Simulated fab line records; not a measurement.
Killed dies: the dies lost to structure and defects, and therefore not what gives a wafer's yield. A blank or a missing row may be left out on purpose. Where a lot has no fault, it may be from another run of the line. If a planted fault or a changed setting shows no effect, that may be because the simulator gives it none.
Code-filled problem report in 8D (eight disciplines) form    flow berkeley_cmos170    the parts of the form that need people (team, actions taken, sign-off) are left out

1. THE PROBLEM
At UCB170_PVT_STRIP_08, oes_product_au averages 0.861 a.u. over 6 wafers from 2 lots, while fault-free wafers read 0.734 a.u., standard deviation 0.0045. Measured from the usual mean, that is +28 standard deviations.
The step: strips in O2.
The first sign was on wafer L986.1 at day 9 14:55, on plasma_asher-03. The record holds 42 wafers of 14 lots with a number at this step. By rule, "out" or "out of limits" means more than 4 standard deviations away from the usual mean. The other wafers with a number count as sound.

2. WHAT IT IS, AND WHAT IT ISN'T
question                     is                      is not
which readings at this step  oes_product_au          chamber_pressure_mTorr, drypump_motor_current_A, strip_time_to_endpoint_s
which lots                   L986, L987              L971, L973, L974, L975, L977, L978, L979, L980, L984, L989, L992, L993
which wafers of those lots   all that have a number  -
read on which tools          plasma_asher-03         plasma_asher-01, plasma_asher-02
when                         from day 9 14:55        up to then (27 sound wafers); but 9 sound wafers of L989, L992, L993 came after

3. WHAT RULES OUT EACH SUSPECT
Counting: any tool at a process step up to the reading is kept as a suspect provided that every lot that is out went through it and no sound lot did after the first of them.
- plasma_asher-03 at UCB170_PVT_STRIP_08 (strips in O2): kept. It ran every lot that is out, first L986 (day 9 14:55), and no sound lot after that; its last sound lot up to then is L984 (day 9 14:39). On those wafers its own readings are out: oes_product_au.
Left after counting: plasma_asher-03 at UCB170_PVT_STRIP_08.

4. THE CAUSE (what the simulator had put in)
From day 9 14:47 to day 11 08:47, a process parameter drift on plasma_asher-03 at UCB170_PVT_STRIP_08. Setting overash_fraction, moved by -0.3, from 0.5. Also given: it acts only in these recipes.
The count eliminated every tool but this one.

5. THE CHAIN OF EFFECTS, in route order
One row per reading whose mean, taken over the struck wafers that have a number, lies over 3 standard deviations from the usual. Only readings for which the record gives a usual standard deviation are gone through. hours: the time from each lot's start at the first step in this table that gives one to its start at this step, as a median over the lots. sigmas: the change in usual standard deviations.
hours  step                 reading         usual       on struck wafers  change  sigmas
0      UCB170_PVT_STRIP_08  oes_product_au  0.734 a.u.  0.861             +0.127  +28
Process steps it contains:
- UCB170_PVT_STRIP_08: strips in O2.
Later steps that measure or inspect, where all struck wafers having a row at the step show a number for every such reading and not one has moved that far: UCB170_PLDD_CD_MEAS_06.

6. HOW IT WOULD HAVE BEEN CAUGHT EARLIER
The fault began at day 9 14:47; the first out-of-limits reading in this record came at day 9 14:55, 0 hours later.
